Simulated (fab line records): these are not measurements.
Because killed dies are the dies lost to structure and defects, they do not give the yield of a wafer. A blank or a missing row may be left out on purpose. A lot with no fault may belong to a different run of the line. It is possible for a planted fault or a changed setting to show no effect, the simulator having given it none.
fab line records :: flow rit_cmos
record:
  lots: 14
  wafers: 42
  last_day: 7
route steps=202 shown ACTIVE@11 M1@202
lots that met no fault: from a run of the same line without faults
start_h: hours from the record's opening day to when the first of the lot's shown wafers began :: wait_h: hours elapsed since this lot's preceding step :: " the same as in the row above :: L1.1+2: several wafers, shown together as one row :: - no value present, or no start provided :: * or withheld: withheld :: < > ~ a bound
route shown NAME@n: names a module that has steps shown in the file, with the first one's number in the route :: usual: the fault-free wafers' mean and standard deviation :: same: alike in all rows :: chamber/n: place in a boat :: sites: per-site readings :: _std_site: the standard deviation of these :: _edge_site: outer sites' mean less inner sites' :: radius_mm: for every site, how far away it sits from the centre of the wafer :: mask NAME#n: copy n :: behind: the last tool/chamber to shape the wafer :: hold: why the lot was held/for how many hours/how that ended :: device: which transistor (n, p or np) failed to switch :: end of line: at the end of the route, the tests of the same wafers :: where a step has no rows: the recipe by itself :: killed: dies lost to structure and defects at the first sort, not the wafer's yield :: map: shows each die of a wafer: x if killed, . if not, _ if none is there
set.NAME: the setting as run; set.NAME@STEP: as run at that earlier step :: model.NAME: the simulator's own value behind a step, which no gauge read
the route's steps for a sample of lots (tables are steps, rows are wafers)
== steps ==
step: RIT_ACTIVE_DEVELOP_10
recipe:
  resist: NOVOLAK
  develop_time_s: 50
  dev_temp_c: 23
usual:
  developer_temp_C: 22.98/0.097
lot.wafer: L692.1
tool: litho_track-03
chamber: 0
start_h: 15
wait_h: -
developer_temp_C: 22.92

lot.wafer: L692.3
tool: litho_track-03
chamber: 0
start_h: 15
wait_h: -
developer_temp_C: 22.86

lot.wafer: L692.6
tool: litho_track-03
chamber: 0
start_h: 15
wait_h: -
developer_temp_C: 22.87

lot.wafer: L694.2
tool: litho_track-01
chamber: 0
start_h: 26
wait_h: -
developer_temp_C: 22.79

lot.wafer: L694.3
tool: litho_track-01
chamber: 0
start_h: 26
wait_h: -
developer_temp_C: 22.83

lot.wafer: L694.4
tool: litho_track-01
chamber: 0
start_h: 26
wait_h: -
developer_temp_C: 23.03

lot.wafer: L695.1
tool: litho_track-03
chamber: 0
start_h: 29
wait_h: -
developer_temp_C: 22.82

lot.wafer: L695.3
tool: litho_track-03
chamber: 0
start_h: 29
wait_h: -
developer_temp_C: 22.83

lot.wafer: L695.4
tool: litho_track-03
chamber: 0
start_h: 29
wait_h: -
developer_temp_C: 23.00

lot.wafer: L696.1
tool: litho_track-01
chamber: 0
start_h: 34
wait_h: -
developer_temp_C: 22.93

lot.wafer: L696.3
tool: litho_track-01
chamber: 0
start_h: 34
wait_h: -
developer_temp_C: 22.89

lot.wafer: L696.4
tool: litho_track-01
chamber: 0
start_h: 34
wait_h: -
developer_temp_C: 23.04

lot.wafer: L697.2
tool: litho_track-02
chamber: 0
start_h: 39
wait_h: -
developer_temp_C: 23.15

lot.wafer: L697.3
tool: litho_track-02
chamber: 0
start_h: 39
wait_h: -
developer_temp_C: 23.00

lot.wafer: L697.4
tool: litho_track-02
chamber: 0
start_h: 39
wait_h: -
developer_temp_C: 23.09

lot.wafer: L698.3
tool: litho_track-03
chamber: 0
start_h: 44
wait_h: -
developer_temp_C: 22.85

lot.wafer: L698.5
tool: litho_track-03
chamber: 0
start_h: 44
wait_h: -
developer_temp_C: 23.03

lot.wafer: L698.6
tool: litho_track-03
chamber: 0
start_h: 44
wait_h: -
developer_temp_C: 23.12

lot.wafer: L700.1
tool: litho_track-01
chamber: 0
start_h: 54
wait_h: -
developer_temp_C: 23.18

lot.wafer: L700.2
tool: litho_track-01
chamber: 0
start_h: 54
wait_h: -
developer_temp_C: 23.07

lot.wafer: L700.6
tool: litho_track-01
chamber: 0
start_h: 54
wait_h: -
developer_temp_C: 23.02

lot.wafer: L701.1
tool: litho_track-01
chamber: 0
start_h: 59
wait_h: -
developer_temp_C: 23.10

lot.wafer: L701.3
tool: litho_track-01
chamber: 0
start_h: 59
wait_h: -
developer_temp_C: 22.88

lot.wafer: L701.4
tool: litho_track-01
chamber: 0
start_h: 59
wait_h: -
developer_temp_C: 22.99

lot.wafer: L702.1
tool: litho_track-02
chamber: 0
start_h: 64
wait_h: -
developer_temp_C: 23.10

lot.wafer: L702.2
tool: litho_track-02
chamber: 0
start_h: 64
wait_h: -
developer_temp_C: 23.07

lot.wafer: L702.6
tool: litho_track-02
chamber: 0
start_h: 64
wait_h: -
developer_temp_C: 22.95

lot.wafer: L704.1
tool: litho_track-01
chamber: 0
start_h: 74
wait_h: -
developer_temp_C: 22.94

lot.wafer: L704.5
tool: litho_track-01
chamber: 0
start_h: 74
wait_h: -
developer_temp_C: 23.08

lot.wafer: L704.6
tool: litho_track-01
chamber: 0
start_h: 74
wait_h: -
developer_temp_C: 23.03

lot.wafer: L709.1
tool: litho_track-01
chamber: 0
start_h: 99
wait_h: -
developer_temp_C: 23.07

lot.wafer: L709.2
tool: litho_track-01
chamber: 0
start_h: 99
wait_h: -
developer_temp_C: 22.80

lot.wafer: L709.6
tool: litho_track-01
chamber: 0
start_h: 99
wait_h: -
developer_temp_C: 23.08

lot.wafer: L710.2
tool: litho_track-02
chamber: 0
start_h: 104
wait_h: -
developer_temp_C: 25.25

lot.wafer: L710.4
tool: litho_track-02
chamber: 0
start_h: 104
wait_h: -
developer_temp_C: 25.24

lot.wafer: L710.5
tool: litho_track-02
chamber: 0
start_h: 104
wait_h: -
developer_temp_C: 25.33

lot.wafer: L714.2
tool: litho_track-02
chamber: 0
start_h: 124
wait_h: -
developer_temp_C: 25.21

lot.wafer: L714.4
tool: litho_track-02
chamber: 0
start_h: 124
wait_h: -
developer_temp_C: 25.30

lot.wafer: L714.5
tool: litho_track-02
chamber: 0
start_h: 124
wait_h: -
developer_temp_C: 25.37

lot.wafer: L715.2
tool: litho_track-01
chamber: 0
start_h: 129
wait_h: -
developer_temp_C: 22.85

lot.wafer: L715.4
tool: litho_track-01
chamber: 0
start_h: 129
wait_h: -
developer_temp_C: 22.83

lot.wafer: L715.6
tool: litho_track-01
chamber: 0
start_h: 129
wait_h: -
developer_temp_C: 22.85
step: RIT_ACTIVE_CD_MEAS_11
recipe:
  target_cd_nm: 1400
usual:
  cd_nm: 1398.8/2.2
lot.wafer: L692.1
tool: cd_sem-02
chamber: -
start_h: 15.30
wait_h: -
cd_nm: 1396.9

lot.wafer: L692.3
tool: cd_sem-02
chamber: -
start_h: 15.30
wait_h: -
cd_nm: 1397.3

lot.wafer: L692.6
tool: cd_sem-02
chamber: -
start_h: 15.30
wait_h: -
cd_nm: 1397.0

lot.wafer: L694.2
tool: cd_sem-02
chamber: -
start_h: 26.84
wait_h: -
cd_nm: 1399.4

lot.wafer: L694.3
tool: cd_sem-02
chamber: -
start_h: 26.84
wait_h: -
cd_nm: 1398.9

lot.wafer: L694.4
tool: cd_sem-02
chamber: -
start_h: 26.84
wait_h: -
cd_nm: 1399.2

lot.wafer: L695.1
tool: cd_sem-01
chamber: -
start_h: 29.62
wait_h: -
cd_nm: 1400.8

lot.wafer: L695.3
tool: cd_sem-01
chamber: -
start_h: 29.62
wait_h: -
cd_nm: 1401.6

lot.wafer: L695.4
tool: cd_sem-01
chamber: -
start_h: 29.62
wait_h: -
cd_nm: 1400.5

lot.wafer: L696.1
tool: cd_sem-02
chamber: -
start_h: 34.44
wait_h: -
cd_nm: 1400.3

lot.wafer: L696.3
tool: cd_sem-02
chamber: -
start_h: 34.44
wait_h: -
cd_nm: 1402.0

lot.wafer: L696.4
tool: cd_sem-02
chamber: -
start_h: 34.44
wait_h: -
cd_nm: 1401.3

lot.wafer: L697.2
tool: cd_sem-01
chamber: -
start_h: 39.58
wait_h: -
cd_nm: 1398.1

lot.wafer: L697.3
tool: cd_sem-01
chamber: -
start_h: 39.58
wait_h: -
cd_nm: 1398.1

lot.wafer: L697.4
tool: cd_sem-01
chamber: -
start_h: 39.58
wait_h: -
cd_nm: 1398.9

lot.wafer: L698.3
tool: cd_sem-02
chamber: -
start_h: 44.48
wait_h: -
cd_nm: 1398.7

lot.wafer: L698.5
tool: cd_sem-02
chamber: -
start_h: 44.48
wait_h: -
cd_nm: 1398.4

lot.wafer: L698.6
tool: cd_sem-02
chamber: -
start_h: 44.48
wait_h: -
cd_nm: 1395.9

lot.wafer: L700.1
tool: cd_sem-02
chamber: -
start_h: 54.56
wait_h: -
cd_nm: 1400.2

lot.wafer: L700.2
tool: cd_sem-02
chamber: -
start_h: 54.56
wait_h: -
cd_nm: 1400.0

lot.wafer: L700.6
tool: cd_sem-02
chamber: -
start_h: 54.56
wait_h: -
cd_nm: 1399.6

lot.wafer: L701.1
tool: cd_sem-01
chamber: -
start_h: 59.56
wait_h: -
cd_nm: 1395.9

lot.wafer: L701.3
tool: cd_sem-01
chamber: -
start_h: 59.56
wait_h: -
cd_nm: 1395.5

lot.wafer: L701.4
tool: cd_sem-01
chamber: -
start_h: 59.56
wait_h: -
cd_nm: 1397.1

lot.wafer: L702.1
tool: cd_sem-01
chamber: -
start_h: 64.56
wait_h: -
cd_nm: 1395.8

lot.wafer: L702.2
tool: cd_sem-01
chamber: -
start_h: 64.56
wait_h: -
cd_nm: 1394.4

lot.wafer: L702.6
tool: cd_sem-01
chamber: -
start_h: 64.56
wait_h: -
cd_nm: 1396.1

lot.wafer: L704.1
tool: cd_sem-02
chamber: -
start_h: 74.44
wait_h: -
cd_nm: 1400.1

lot.wafer: L704.5
tool: cd_sem-02
chamber: -
start_h: 74.44
wait_h: -
cd_nm: 1400.2

lot.wafer: L704.6
tool: cd_sem-02
chamber: -
start_h: 74.44
wait_h: -
cd_nm: 1401.1

lot.wafer: L709.1
tool: cd_sem-01
chamber: -
start_h: 99.56
wait_h: -
cd_nm: 1397.8

lot.wafer: L709.2
tool: cd_sem-01
chamber: -
start_h: 99.56
wait_h: -
cd_nm: 1398.4

lot.wafer: L709.6
tool: cd_sem-01
chamber: -
start_h: 99.56
wait_h: -
cd_nm: 1401.6

lot.wafer: L710.2
tool: cd_sem-01
chamber: -
start_h: 104.46
wait_h: -
cd_nm: 1409.5

lot.wafer: L710.4
tool: cd_sem-01
chamber: -
start_h: 104.46
wait_h: -
cd_nm: 1408.3

lot.wafer: L710.5
tool: cd_sem-01
chamber: -
start_h: 104.46
wait_h: -
cd_nm: 1410.5

lot.wafer: L714.2
tool: cd_sem-02
chamber: -
start_h: 124.58
wait_h: -
cd_nm: 1405.6

lot.wafer: L714.4
tool: cd_sem-02
chamber: -
start_h: 124.58
wait_h: -
cd_nm: 1406.0

lot.wafer: L714.5
tool: cd_sem-02
chamber: -
start_h: 124.58
wait_h: -
cd_nm: 1403.9

lot.wafer: L715.2
tool: cd_sem-02
chamber: -
start_h: 129.46
wait_h: -
cd_nm: 1398.2

lot.wafer: L715.4
tool: cd_sem-02
chamber: -
start_h: 129.46
wait_h: -
cd_nm: 1396.2

lot.wafer: L715.6
tool: cd_sem-02
chamber: -
start_h: 129.46
wait_h: -
cd_nm: 1396.7
step: RIT_M1_PROBE_99
usual:
  killed_at_front_end: 6/3.1
  killed_dies: 6/3.1
  killed_open: 3.4/1.9
  killed_short: 3.1/2
same:
  gross_dies: 264
  killed_at_M0_to_M3: 0
  killed_at_M4_up: 0
  killed_at_back_side: 0
  killed_at_contacts: 0
  killed_at_other: 0
lot.wafer: L697.2
tool: prober-02
chamber: -
start_h: 81.96
wait_h: 0.1
killed_at_front_end: 10
killed_dies: 10
killed_open: 6
killed_short: 4

lot.wafer: L697.3
tool: prober-02
chamber: -
start_h: 82.01
wait_h: 0.2
killed_at_front_end: 4
killed_dies: 4
killed_open: 2
killed_short: 2

lot.wafer: L697.4
tool: prober-02
chamber: -
start_h: 82.06
wait_h: 0.2
killed_at_front_end: 3
killed_dies: 3
killed_open: 0
killed_short: 3

lot.wafer: L698.3
tool: prober-01
chamber: -
start_h: 87.01
wait_h: 0.2
killed_at_front_end: 4
killed_dies: 4
killed_open: 3
killed_short: 1

lot.wafer: L698.5
tool: prober-01
chamber: -
start_h: 87.11
wait_h: 0.2
killed_at_front_end: 6
killed_dies: 6
killed_open: 2
killed_short: 4

lot.wafer: L698.6
tool: prober-01
chamber: -
start_h: 87.16
wait_h: 0.2
killed_at_front_end: 8
killed_dies: 8
killed_open: 3
killed_short: 5

lot.wafer: L702.1
tool: prober-01
chamber: -
start_h: 106.25
wait_h: 0.1
killed_at_front_end: 5
killed_dies: 5
killed_open: 2
killed_short: 3

lot.wafer: L702.2
tool: prober-01
chamber: -
start_h: 106.30
wait_h: 0.1
killed_at_front_end: 9
killed_dies: 9
killed_open: 5
killed_short: 4

lot.wafer: L702.6
tool: prober-01
chamber: -
start_h: 106.50
wait_h: 0.2
killed_at_front_end: 8
killed_dies: 8
killed_open: 5
killed_short: 3

lot.wafer: L709.1
tool: prober-02
chamber: -
start_h: 143.63
wait_h: 0.1
killed_at_front_end: 6
killed_dies: 6
killed_open: 5
killed_short: 1

lot.wafer: L709.2
tool: prober-02
chamber: -
start_h: 143.68
wait_h: 0.1
killed_at_front_end: 4
killed_dies: 4
killed_open: 3
killed_short: 1

lot.wafer: L709.6
tool: prober-02
chamber: -
start_h: 143.88
wait_h: 0.2
killed_at_front_end: 2
killed_dies: 2
killed_open: 0
killed_short: 2

lot.wafer: L715.2
tool: prober-02
chamber: -
start_h: 172.68
wait_h: 0.1
killed_at_front_end: 0
killed_dies: 0
killed_open: 0
killed_short: 0

lot.wafer: L715.4
tool: prober-02
chamber: -
start_h: 172.78
wait_h: 0.2
killed_at_front_end: 3
killed_dies: 3
killed_open: 1
killed_short: 2

lot.wafer: L715.6
tool: prober-02
chamber: -
start_h: 172.88
wait_h: 0.2
killed_at_front_end: 4
killed_dies: 4
killed_open: 2
killed_short: 2
killed by level:class
L697.2 GATE:geometric_particle:open=4 GATE:geometric_particle:short=3 FOX1:geometric_particle:open=1 FOX2:geometric_particle:short=1 REOX:geometric_particle:open=1
L697.3 GATE:geometric_particle:short=2 FOX1:geometric_particle:open=1 GATE:geometric_particle:open=1
L697.4 GATE:geometric_particle:short=3
L698.3 GATE:geometric_particle:open=2 FOX1:geometric_particle:short=1 SILICIDE:geometric_particle:open=1
L698.5 FOX1:geometric_particle:short=3 SPACER:geometric_particle:open=2 GATE:geometric_particle:short=1
L698.6 GATE:geometric_particle:short=3 GATE:geometric_particle:open=2 FOX1:geometric_particle:short=1 FOX1:geometric_particle:open=1 SILICIDE:geometric_particle:short=1
L702.1 FOX1:geometric_particle:short=2 FOX1:geometric_particle:open=1 GATE:geometric_particle:open=1 SPACER:geometric_particle:short=1
L702.2 GATE:geometric_particle:short=3 GATE:geometric_particle:open=2 SILICIDE:geometric_particle:open=2 FOX1:geometric_particle:open=1 SILICIDE:geometric_particle:short=1
L702.6 GATE:geometric_particle:short=3 GATE:geometric_particle:open=3 FOX1:geometric_particle:open=1 SPACER:geometric_particle:open=1
L709.1 SILICIDE:geometric_particle:open=3 FOX1:geometric_particle:open=1 GATE:geometric_particle:open=1 REOX:geometric_particle:short=1
L709.2 FOX1:geometric_particle:short=1 FOX1:geometric_particle:open=1 GATE:geometric_particle:open=1 SPACER:geometric_particle:open=1
L709.6 REOX:geometric_particle:short=1 SILICIDE:geometric_particle:short=1
L715.4 GATE:geometric_particle:short=2 REOX:geometric_particle:open=1
L715.6 GATE:geometric_particle:short=1 GATE:geometric_particle:open=1 REOX:geometric_particle:open=1 REOX:geometric_particle:short=1
== key ==
first_sign:
  step: RIT_ACTIVE_DEVELOP_10
  reading: developer_temp_C
  direction: up
  sigmas: 24
  usual: *
  struck: *
effect:
  step: RIT_ACTIVE_CD_MEAS_11
  reading: cd_nm
  direction: up
  sigmas: 3.9
  usual: 1398.8
  struck: 1407.3
  through: control_loop
met_at RIT_ACTIVE_DEVELOP_10
struck_lots L710,L714
tester_left_out L710,L714
loop_trim:
  step: RIT_ACTIVE_EXPOSE_08
  setting: dose
  lots: L714
onset_between 64 104
fault:
  kind: process_parameter_drift
  tool: litho_track-02
  chamber: -
  onset_h: 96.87
  steps: RIT_ACTIVE_DEVELOP_10
  channel: dev_temp_c
  offset: *
  shape: step
  end_h: 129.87
  acts_in: *
  stated: *
tester_left_out: of these lots the tester's yield and bins aren't shown, on N5 and GAA mostly nor the transistor test; their killed dies are dies lost to structure and defects alone, not to doping, threshold or leakage, so they don't give the yield
loop_trim: a control loop set the setting to another value than it would have without faults
